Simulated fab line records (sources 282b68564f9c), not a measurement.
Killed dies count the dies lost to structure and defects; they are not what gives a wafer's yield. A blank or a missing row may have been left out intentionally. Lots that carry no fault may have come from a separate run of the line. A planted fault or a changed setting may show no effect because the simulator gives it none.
Split-lot study ; flow rit-cmos ; 5 lots, 23 wafers read, on a route of 202 steps

== SPLIT DETAILS ==
At RIT_SPACER_CVD_03 (deposits Si3N4 from SiH2Cl2/NH3, target thk 250 nm, time 3300 s), the setting time-s was moved away from the recipe's 3300 s on 20 of the 23 wafers read, by -12.3% to +8.3%. This setting was run at the recipe's value on the other wafers.

== THE PATH FROM SPLIT TO READING: the file shows 1 step between them ==
- RIT_SPACER_THK_MEAS_04

== THE READING ==
oes-product-au, in a.u., at RIT_SPACER_ETCHBACK_05 (etches Si3N4 in SF6/CHF3, stops on SiO2, target depth 250 nm, time 240 s). A value of 0.844 a.u. with a standard deviation of 0.013 a.u. is what fault-free wafers of this fab line usually give.

wafer;tool, chamber at the split;time-s as run, s;against the recipe;oes-product-au, a.u.;against lot-mates on the recipe
L074.1;-, -;3574;+8.3%;0.899;no lot-mate on the recipe
L074.3;-, -;3574;+8.3%;0.902;no lot-mate on the recipe
L074.4;-, -;3574;+8.3%;0.897;no lot-mate on the recipe
L074.5;-, -;3574;+8.3%;0.898;no lot-mate on the recipe
L074.6;-, -;3574;+8.3%;0.894;no lot-mate on the recipe
L077.1;-, -;3102;-6.0%;0.805;no lot-mate on the recipe
L077.2;-, -;3102;-6.0%;0.789;no lot-mate on the recipe
L077.3;-, -;3102;-6.0%;0.797;no lot-mate on the recipe
L077.4;-, -;3102;-6.0%;0.784;no lot-mate on the recipe
L077.5;-, -;3102;-6.0%;0.801;no lot-mate on the recipe
L078.2;lpcvd-01, 1;3300;recipe;0.862;-
L078.3;lpcvd-01, 1;3300;recipe;0.858;-
L078.6;lpcvd-01, 1;3300;recipe;0.853;-
L080.2;-, -;2893;-12.3%;0.774;no lot-mate on the recipe
L080.3;-, -;2893;-12.3%;0.773;no lot-mate on the recipe
L080.4;-, -;2893;-12.3%;0.763;no lot-mate on the recipe
L080.5;-, -;2893;-12.3%;0.765;no lot-mate on the recipe
L080.6;-, -;2893;-12.3%;0.749;no lot-mate on the recipe
L084.2;-, -;2918;-11.6%;0.759;no lot-mate on the recipe
L084.3;-, -;2918;-11.6%;0.771;no lot-mate on the recipe
L084.4;-, -;2918;-11.6%;0.757;no lot-mate on the recipe
L084.5;-, -;2918;-11.6%;0.761;no lot-mate on the recipe
L084.6;-, -;2918;-11.6%;0.760;no lot-mate on the recipe

FIT RESULTS
A straight line over all 23 wafers: oes-product-au changes by +0.00682 a.u. for each +1% of time-s; r = +0.99; the points scatter about the line by 0.0097 a.u.
Too few moved wafers have a lot-mate on the recipe to fit a line with each lot's own level taken away.

== THE WHOLE CHAIN: every reading that the file lists as answering this split, in the file's order ==
step;what it does;reading;change (the file's fit);r (the file's)
RIT_SPACER_CVD_03;deposits Si3N4 from SiH2Cl2/NH3, target thk 250 nm, time 3300 s;Si3N4_of_SPACER_CVD_03.thk-nm (the simulator's own value, which no gauge read);+2.39 nm for each +1% of the setting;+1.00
RIT_SPACER_THK_MEAS_04;;SPACER_NITRIDE_THK;+2.4 for each +1% of the setting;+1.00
RIT_SPACER_ETCHBACK_05;etches Si3N4 in SF6/CHF3, stops on SiO2, target depth 250 nm, time 240 s;oes-product-au;+0.00683 a.u. for each +1% of the setting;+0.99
RIT_SPACER_ETCHBACK_05;etches Si3N4 in SF6/CHF3, stops on SiO2, target depth 250 nm, time 240 s;etch.depth-nm (the simulator's own value, which no gauge read);+2.4 nm for each +1% of the setting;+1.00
RIT_SPACER_ETCHBACK_05;etches Si3N4 in SF6/CHF3, stops on SiO2, target depth 250 nm, time 240 s;Si3N4_of_SPACER_CVD_03.thk-nm (the simulator's own value, which no gauge read);+1.85 nm for each +1% of the setting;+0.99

== FILE'S OWN FIT ==
oes-product-au changes by +0.00683 a.u. for each +1% of time-s, r = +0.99.
